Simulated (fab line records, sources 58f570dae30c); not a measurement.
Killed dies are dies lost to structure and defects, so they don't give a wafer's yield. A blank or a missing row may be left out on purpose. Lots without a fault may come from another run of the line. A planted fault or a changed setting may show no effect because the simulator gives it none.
A sampling plan put to the test | flow berkeley_cmos170 | one fab line, 48 faults that these records tell of, each judged on the records of the lots that it struck
The plan is the line's own looks: the steps of the route at which a gauge or an inspection reads the wafer and doesn't change it. A look can be judged if struck wafers have a number there and the file gives its usual mean and standard deviation on fault-free wafers. Caught: at a look after the fault's first step, the mean of the struck wafers lies 4 or more of those standard deviations (sigma) from the usual mean. On the tool: the same test on the tool's own readings at the fault's steps. Another recipe on the struck wafers, or a record that is blank for them alone, also counts as caught.

THE FAULTS, as the simulator had put them in
1. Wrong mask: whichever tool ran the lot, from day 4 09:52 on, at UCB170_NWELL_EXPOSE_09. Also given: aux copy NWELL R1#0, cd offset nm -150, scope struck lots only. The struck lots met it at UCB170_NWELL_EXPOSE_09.
2. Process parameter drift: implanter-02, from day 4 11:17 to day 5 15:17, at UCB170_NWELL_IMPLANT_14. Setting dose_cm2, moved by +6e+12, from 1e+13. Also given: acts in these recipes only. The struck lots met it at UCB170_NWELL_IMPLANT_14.
3. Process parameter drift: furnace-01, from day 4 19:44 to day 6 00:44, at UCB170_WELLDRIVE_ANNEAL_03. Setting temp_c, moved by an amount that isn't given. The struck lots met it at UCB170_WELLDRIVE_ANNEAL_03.
4. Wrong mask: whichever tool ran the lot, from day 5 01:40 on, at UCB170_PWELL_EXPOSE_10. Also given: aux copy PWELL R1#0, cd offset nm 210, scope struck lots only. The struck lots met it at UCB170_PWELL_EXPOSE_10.
5. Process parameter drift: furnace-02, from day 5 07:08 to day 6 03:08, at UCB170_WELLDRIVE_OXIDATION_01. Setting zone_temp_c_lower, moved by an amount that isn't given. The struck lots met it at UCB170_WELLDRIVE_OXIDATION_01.
6. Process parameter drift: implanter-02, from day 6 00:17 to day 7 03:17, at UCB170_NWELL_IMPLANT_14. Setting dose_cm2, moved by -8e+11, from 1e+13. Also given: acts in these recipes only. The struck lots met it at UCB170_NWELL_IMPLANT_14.
7. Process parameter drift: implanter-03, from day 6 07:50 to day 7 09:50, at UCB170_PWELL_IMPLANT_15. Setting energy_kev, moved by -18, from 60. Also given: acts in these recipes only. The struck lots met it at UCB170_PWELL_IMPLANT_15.
8. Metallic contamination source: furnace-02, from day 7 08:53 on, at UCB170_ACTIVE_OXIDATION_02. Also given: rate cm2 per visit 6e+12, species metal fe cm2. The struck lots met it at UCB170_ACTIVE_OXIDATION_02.
9. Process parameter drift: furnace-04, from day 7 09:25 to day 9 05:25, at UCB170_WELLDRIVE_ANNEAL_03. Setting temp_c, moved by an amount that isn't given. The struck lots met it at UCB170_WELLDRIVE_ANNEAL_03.
10. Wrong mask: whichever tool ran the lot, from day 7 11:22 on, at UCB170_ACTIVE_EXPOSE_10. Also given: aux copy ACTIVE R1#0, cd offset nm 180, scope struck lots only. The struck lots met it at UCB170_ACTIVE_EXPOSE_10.
11. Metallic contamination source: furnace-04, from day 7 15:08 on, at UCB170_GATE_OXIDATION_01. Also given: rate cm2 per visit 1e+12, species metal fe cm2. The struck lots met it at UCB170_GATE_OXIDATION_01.
12. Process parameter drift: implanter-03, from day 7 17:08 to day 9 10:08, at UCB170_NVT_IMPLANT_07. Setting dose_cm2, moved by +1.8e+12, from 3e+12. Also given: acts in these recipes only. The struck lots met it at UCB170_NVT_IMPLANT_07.
13. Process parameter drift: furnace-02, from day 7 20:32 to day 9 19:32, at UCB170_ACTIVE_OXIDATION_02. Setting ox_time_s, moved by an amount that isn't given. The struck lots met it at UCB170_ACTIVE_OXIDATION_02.
14. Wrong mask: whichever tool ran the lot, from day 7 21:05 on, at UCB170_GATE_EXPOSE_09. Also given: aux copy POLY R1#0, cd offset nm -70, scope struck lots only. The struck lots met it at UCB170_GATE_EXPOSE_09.
15. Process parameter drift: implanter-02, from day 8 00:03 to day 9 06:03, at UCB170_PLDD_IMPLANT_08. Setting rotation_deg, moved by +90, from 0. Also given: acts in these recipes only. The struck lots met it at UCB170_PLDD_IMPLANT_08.
16. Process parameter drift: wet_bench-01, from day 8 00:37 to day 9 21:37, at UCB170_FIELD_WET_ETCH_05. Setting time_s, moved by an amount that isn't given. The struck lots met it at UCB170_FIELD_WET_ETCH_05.
17. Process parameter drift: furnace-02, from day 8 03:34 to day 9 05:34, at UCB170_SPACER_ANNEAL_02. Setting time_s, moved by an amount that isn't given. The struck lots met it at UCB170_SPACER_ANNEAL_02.
18. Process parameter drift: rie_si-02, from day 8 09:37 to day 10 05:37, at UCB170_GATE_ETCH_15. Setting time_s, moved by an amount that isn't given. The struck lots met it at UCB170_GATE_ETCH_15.
19. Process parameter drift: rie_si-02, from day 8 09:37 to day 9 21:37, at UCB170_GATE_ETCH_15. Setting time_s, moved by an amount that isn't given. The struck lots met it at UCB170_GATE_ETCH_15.
20. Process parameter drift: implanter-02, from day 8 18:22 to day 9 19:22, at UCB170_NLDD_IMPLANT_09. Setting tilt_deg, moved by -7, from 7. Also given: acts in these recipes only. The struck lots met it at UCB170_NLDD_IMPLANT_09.
21. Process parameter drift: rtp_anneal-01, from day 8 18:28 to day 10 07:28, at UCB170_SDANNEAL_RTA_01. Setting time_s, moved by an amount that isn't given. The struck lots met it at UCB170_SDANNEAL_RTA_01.
22. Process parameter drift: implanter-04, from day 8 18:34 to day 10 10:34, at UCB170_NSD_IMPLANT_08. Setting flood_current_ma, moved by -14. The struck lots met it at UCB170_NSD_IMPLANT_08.
23. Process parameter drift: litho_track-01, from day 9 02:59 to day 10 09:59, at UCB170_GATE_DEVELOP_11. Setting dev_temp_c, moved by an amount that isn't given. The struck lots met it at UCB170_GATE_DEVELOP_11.
24. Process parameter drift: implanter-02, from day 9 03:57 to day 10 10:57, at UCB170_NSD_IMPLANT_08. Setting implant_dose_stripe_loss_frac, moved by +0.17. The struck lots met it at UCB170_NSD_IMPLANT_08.
25. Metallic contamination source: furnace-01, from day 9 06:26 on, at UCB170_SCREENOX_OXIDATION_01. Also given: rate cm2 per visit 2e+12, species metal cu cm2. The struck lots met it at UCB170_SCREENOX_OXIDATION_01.
26. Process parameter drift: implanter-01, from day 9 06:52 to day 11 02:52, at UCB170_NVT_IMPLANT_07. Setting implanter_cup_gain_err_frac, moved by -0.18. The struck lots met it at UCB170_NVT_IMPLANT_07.
27. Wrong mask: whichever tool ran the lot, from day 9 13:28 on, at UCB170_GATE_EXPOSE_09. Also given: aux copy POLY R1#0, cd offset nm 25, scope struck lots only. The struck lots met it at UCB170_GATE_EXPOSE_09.
28. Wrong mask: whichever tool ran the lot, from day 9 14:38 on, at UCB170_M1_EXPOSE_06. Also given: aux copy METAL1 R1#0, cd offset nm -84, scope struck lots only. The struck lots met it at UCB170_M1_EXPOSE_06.
29. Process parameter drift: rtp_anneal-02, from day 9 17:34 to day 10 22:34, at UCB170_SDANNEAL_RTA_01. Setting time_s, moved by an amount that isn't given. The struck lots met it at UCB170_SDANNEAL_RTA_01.
30. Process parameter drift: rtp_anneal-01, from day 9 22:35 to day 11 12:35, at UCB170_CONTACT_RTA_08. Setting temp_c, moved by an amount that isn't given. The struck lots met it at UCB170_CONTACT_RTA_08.
31. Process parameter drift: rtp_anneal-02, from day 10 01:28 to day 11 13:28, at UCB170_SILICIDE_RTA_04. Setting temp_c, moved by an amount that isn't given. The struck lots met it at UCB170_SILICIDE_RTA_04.
32. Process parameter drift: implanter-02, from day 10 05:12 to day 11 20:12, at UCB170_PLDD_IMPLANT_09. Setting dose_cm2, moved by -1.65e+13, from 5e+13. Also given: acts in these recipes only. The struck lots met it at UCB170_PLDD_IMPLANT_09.
33. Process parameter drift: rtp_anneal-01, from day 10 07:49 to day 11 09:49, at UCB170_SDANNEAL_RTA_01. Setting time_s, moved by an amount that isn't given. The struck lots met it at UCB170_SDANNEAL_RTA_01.
34. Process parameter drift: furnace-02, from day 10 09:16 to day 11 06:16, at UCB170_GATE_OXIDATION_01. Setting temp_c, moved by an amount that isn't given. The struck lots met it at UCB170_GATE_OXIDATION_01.
35. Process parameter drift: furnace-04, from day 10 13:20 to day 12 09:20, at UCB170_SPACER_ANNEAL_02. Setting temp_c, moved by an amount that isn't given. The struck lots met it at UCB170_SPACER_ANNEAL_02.
36. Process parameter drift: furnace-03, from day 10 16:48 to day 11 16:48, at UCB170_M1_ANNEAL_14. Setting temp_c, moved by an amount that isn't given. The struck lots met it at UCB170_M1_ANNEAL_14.
37. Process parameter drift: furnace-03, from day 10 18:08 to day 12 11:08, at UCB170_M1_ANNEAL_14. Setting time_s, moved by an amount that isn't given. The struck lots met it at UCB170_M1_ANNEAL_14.
38. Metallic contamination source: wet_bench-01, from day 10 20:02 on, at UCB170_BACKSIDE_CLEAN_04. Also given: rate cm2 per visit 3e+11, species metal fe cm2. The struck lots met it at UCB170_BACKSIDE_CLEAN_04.
39. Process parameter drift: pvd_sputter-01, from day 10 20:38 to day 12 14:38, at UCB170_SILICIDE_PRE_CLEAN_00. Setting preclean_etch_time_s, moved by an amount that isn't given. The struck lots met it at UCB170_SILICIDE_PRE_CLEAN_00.
40. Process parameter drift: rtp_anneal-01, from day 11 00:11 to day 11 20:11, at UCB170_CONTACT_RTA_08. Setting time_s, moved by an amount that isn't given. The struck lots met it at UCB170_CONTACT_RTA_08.
41. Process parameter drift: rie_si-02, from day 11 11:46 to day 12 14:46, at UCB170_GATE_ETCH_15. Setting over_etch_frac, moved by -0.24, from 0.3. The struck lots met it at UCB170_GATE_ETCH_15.
42. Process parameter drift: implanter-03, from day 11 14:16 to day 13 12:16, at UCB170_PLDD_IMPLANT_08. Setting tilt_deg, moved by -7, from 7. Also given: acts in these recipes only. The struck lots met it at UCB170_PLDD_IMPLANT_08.
43. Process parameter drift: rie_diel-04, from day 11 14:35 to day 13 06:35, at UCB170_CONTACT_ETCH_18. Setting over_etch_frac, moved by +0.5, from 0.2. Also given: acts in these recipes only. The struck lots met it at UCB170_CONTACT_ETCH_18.
44. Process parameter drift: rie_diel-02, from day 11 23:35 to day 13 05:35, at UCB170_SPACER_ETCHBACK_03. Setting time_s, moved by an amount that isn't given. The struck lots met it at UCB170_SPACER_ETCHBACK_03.
45. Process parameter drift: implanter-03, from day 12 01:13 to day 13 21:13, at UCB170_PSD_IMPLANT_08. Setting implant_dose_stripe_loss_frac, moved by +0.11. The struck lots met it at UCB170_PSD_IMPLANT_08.
46. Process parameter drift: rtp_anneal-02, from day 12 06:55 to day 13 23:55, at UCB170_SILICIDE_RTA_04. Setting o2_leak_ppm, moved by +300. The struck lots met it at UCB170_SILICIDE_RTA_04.
47. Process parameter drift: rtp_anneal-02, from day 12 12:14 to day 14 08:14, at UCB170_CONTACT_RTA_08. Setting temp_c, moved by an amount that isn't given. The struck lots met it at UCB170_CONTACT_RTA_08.
48. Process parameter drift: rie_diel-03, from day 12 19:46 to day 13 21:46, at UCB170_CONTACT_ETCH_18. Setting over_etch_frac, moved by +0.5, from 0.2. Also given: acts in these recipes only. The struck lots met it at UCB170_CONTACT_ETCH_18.

WHAT THE PLAN SAW
fault | on the tool itself                     | first look that catches it                      | reading, sigma                                        | median hours from its first step to that look | hours from the fault's start to the first struck lot there | judged looks passed uncaught
1     | under 2 sigma                          | not the one look that can be judged after it    | -                                                     | -                                             | -                                                          | 1
2     | dose_ions_cm2 +99 or beyond sigma      | UCB170_NWELL_TW_MEAS_16                         | NWELL_TW +30                                          | 0.2                                           | 0                                                          | 0
3     | tube_center_temp_C +99 or beyond sigma | no look after it can be judged                  | -                                                     | -                                             | -                                                          | 0
4     | no reading that can be judged          | not the one look that can be judged after it    | -                                                     | -                                             | -                                                          | 1
5     | no reading that can be judged          | UCB170_WELLDRIVE_THK_MEAS_02                    | WELLDRIVE_OXIDE_THK -6.0                              | 3.5                                           | 10                                                         | 0
6     | dose_ions_cm2 -80 sigma                | UCB170_NWELL_TW_MEAS_16                         | NWELL_TW -4.8                                         | 0.2                                           | 5                                                          | 0
7     | beam_energy_keV -99 or beyond sigma    | UCB170_PWELL_TW_MEAS_17                         | PWELL_TW -6.1                                         | 0.3                                           | 10                                                         | 0
8     | under 2 sigma                          | none of the 8 looks that can be judged after it | -                                                     | -                                             | -                                                          | 8
9     | tube_center_temp_C -99 or beyond sigma | no look after it can be judged                  | -                                                     | -                                             | -                                                          | 0
10    | no reading that can be judged          | UCB170_ACTIVE_CD_MEAS_13                        | cd_nm +99 or beyond                                   | 0.6                                           | 1                                                          | 0
11    | under 2 sigma                          | none of the 8 looks that can be judged after it | -                                                     | -                                             | -                                                          | 8
12    | dose_ions_cm2 +99 or beyond sigma      | UCB170_NVT_TW_MEAS_09                           | NVT_TW +38                                            | 0.2                                           | 13                                                         | 0
13    | under 2 sigma                          | UCB170_ACTIVE_THK_MEAS_03                       | ACTIVE_OXIDE_THK +22                                  | 1.4                                           | 7                                                          | 0
14    | no reading that can be judged          | UCB170_GATE_CD_MEAS_12                          | cd_nm -64                                             | 0.7                                           | 1                                                          | 0
15    | rotation_deg +99 or beyond sigma       | no look after it can be judged                  | -                                                     | -                                             | -                                                          | 0
16    | run_length_s +99 or beyond sigma       | not the one look that can be judged after it    | -                                                     | -                                             | -                                                          | 1
17    | no reading that can be judged          | UCB170_SDANNEAL_RS_MEAS_04                      | PLDD_RS -30                                           | 8.3                                           | 16                                                         | 0
18    | run_length_s -38 sigma                 | no look after it can be judged                  | -                                                     | -                                             | -                                                          | 0
19    | run_length_s +28 sigma                 | no look after it can be judged                  | -                                                     | -                                             | -                                                          | 0
20    | tilt_deg -99 or beyond sigma           | UCB170_NLDD_TW_MEAS_11                          | NLDD_TW -5.4                                          | 0.2                                           | 12                                                         | 0
21    | under 2 sigma                          | UCB170_SDANNEAL_RS_MEAS_02                      | PSD_RS -22                                            | 0.2                                           | 1                                                          | 0
22    | under 2 sigma                          | none of the 8 looks that can be judged after it | -                                                     | -                                             | -                                                          | 8
23    | developer_temp_C -18 sigma             | none of the 8 looks that can be judged after it | -                                                     | -                                             | -                                                          | 8
24    | no reading that can be judged          | UCB170_SDANNEAL_RS_MEAS_03                      | NSD_RS +27                                            | 1.6                                           | 14                                                         | 0
25    | no reading that can be judged          | none of the 7 looks that can be judged after it | -                                                     | -                                             | -                                                          | 7
26    | beam_on_s +11 sigma                    | UCB170_NVT_TW_MEAS_09                           | NVT_TW +15                                            | 0.3                                           | 11                                                         | 0
27    | no reading that can be judged          | UCB170_GATE_CD_MEAS_12                          | cd_nm +22                                             | 0.8                                           | 1                                                          | 0
28    | no reading that can be judged          | UCB170_M1_CD_MEAS_09                            | cd_nm -70                                             | 0.4                                           | 11                                                         | 0
29    | under 2 sigma                          | UCB170_SDANNEAL_RS_MEAS_02                      | PSD_RS +99 or beyond                                  | 0.1                                           | 0                                                          | 0
30    | wafer_temp_C_max +10 sigma             | no look after it can be judged                  | -                                                     | -                                             | -                                                          | 0
31    | wafer_temp_C_max +84 sigma             | no look after it can be judged                  | -                                                     | -                                             | -                                                          | 0
32    | dose_ions_cm2 -99 or beyond sigma      | UCB170_PLDD_TW_MEAS_11                          | PLDD_TW -7.7                                          | 0.2                                           | 11                                                         | 0
33    | under 2 sigma                          | UCB170_SDANNEAL_RS_MEAS_02                      | PSD_RS -75                                            | 0.1                                           | 0                                                          | 0
34    | tube_center_temp_C -99 or beyond sigma | UCB170_GATE_THK_MEAS_02                         | GATE_OXIDE_THK -15                                    | 1.5                                           | 9                                                          | 0
35    | tube_center_temp_C -99 or beyond sigma | UCB170_SDANNEAL_RS_MEAS_04                      | PLDD_RS +21                                           | 7.8                                           | 18                                                         | 0
36    | tube_center_temp_C +99 or beyond sigma | no look after it can be judged                  | -                                                     | -                                             | -                                                          | 0
37    | under 2 sigma                          | none of the 8 looks that can be judged after it | -                                                     | -                                             | -                                                          | 8
38    | no reading that can be judged          | none of the 9 looks that can be judged after it | -                                                     | -                                             | -                                                          | 9
39    | no reading that can be judged          | no look after it can be judged                  | -                                                     | -                                             | -                                                          | 0
40    | under 2 sigma                          | none of the 8 looks that can be judged after it | -                                                     | -                                             | -                                                          | 8
41    | oes_product_au +12 sigma               | no look after it can be judged                  | -                                                     | -                                             | -                                                          | 0
42    | tilt_deg -99 or beyond sigma           | UCB170_PLDD_TW_MEAS_11                          | PLDD_TW -8.4                                          | 0.4                                           | 8                                                          | 0
43    | oes_product_au -10 sigma               | no look after it can be judged                  | -                                                     | -                                             | -                                                          | 0
44    | run_length_s -33 sigma                 | no look after it can be judged                  | -                                                     | -                                             | -                                                          | 0
45    | no reading that can be judged          | not the one look that can be judged after it    | strongest: PSD_RS at UCB170_SDANNEAL_RS_MEAS_02, +3.0 | -                                             | -                                                          | 1
46    | chamber_o2_ppm +99 or beyond sigma     | no look after it can be judged                  | -                                                     | -                                             | -                                                          | 0
47    | wafer_temp_C_max +21 sigma             | no look after it can be judged                  | -                                                     | -                                             | -                                                          | 0
48    | oes_product_au -10 sigma               | no look after it can be judged                  | -                                                     | -                                             | -                                                          | 0
A dash: the fault isn't caught, or these records don't give the number.

Caught at a look: 21 of 48. Caught on the tool: 26 of 48. By one or the other: 37 of 48.
Caught on the tool alone: faults 3, 9, 15, 16, 18, 19, 23, 30, 31, 36, 41, 43, 44, 46, 47, 48.
Caught at a look alone: faults 5, 10, 13, 14, 17, 21, 24, 27, 28, 29, 33.
Caught by neither: faults 1, 4, 8, 11, 22, 25, 37, 38, 39, 40, 45.

THINNER SAMPLING
If the look that catches a fault measured only every second or every third lot, by lot number, the first struck lot would be measured this late in the worst case:
fault | struck lots at that look, in order of time | every lot | every second lot | every third lot
2     | L477, L479                                 | 0 h       | may miss all 2   | may miss all 2
5     | L765                                       | 10 h      | may miss it      | may miss it
6     | L410, L413                                 | 5 h       | 20 h             | may miss all 2
7     | L461, L463                                 | 10 h      | may miss all 2   | may miss all 2
10    | L577                                       | 1 h       | may miss it      | may miss it
12    | L408, L410                                 | 13 h      | may miss all 2   | may miss all 2
13    | L648, L649, L650                           | 7 h       | 7 h              | 7 h
14    | L384                                       | 1 h       | may miss it      | may miss it
17    | L700, L701                                 | 16 h      | 18 h             | may miss all 2
20    | L873                                       | 12 h      | may miss it      | may miss it
21    | L916, L919                                 | 1 h       | 23 h             | may miss all 2
24    | L245, L248, L249                           | 14 h      | 23 h             | may miss all 3
26    | L202, L201                                 | 11 h      | 11 h             | may miss all 2
27    | L894                                       | 1 h       | may miss it      | may miss it
28    | L521                                       | 11 h      | may miss it      | may miss it
29    | L955, L956, L959                           | 0 h       | 9 h              | may miss all 3
32    | L860, L861                                 | 11 h      | 26 h             | may miss all 2
33    | L869, L873                                 | 0 h       | may miss all 2   | may miss all 2
34    | L632, L633, L634                           | 9 h       | 9 h              | 9 h
35    | L226, L227, L225                           | 18 h      | 19 h             | 19 h
42    | L385, L386                                 | 8 h       | 9 h              | may miss all 2
Hours are from the fault's start to the first struck lot that is measured. The limit of 4 sigma was tested on all struck wafers together, so one lot alone may lie under it. Other struck lots may not be in these records.

THE LONGEST TIMED WAY FROM STEP TO LOOK
Fault 17: a median of 8.3 hours passes between UCB170_SPACER_ANNEAL_02 and UCB170_SDANNEAL_RS_MEAS_04. No look between them can be judged.
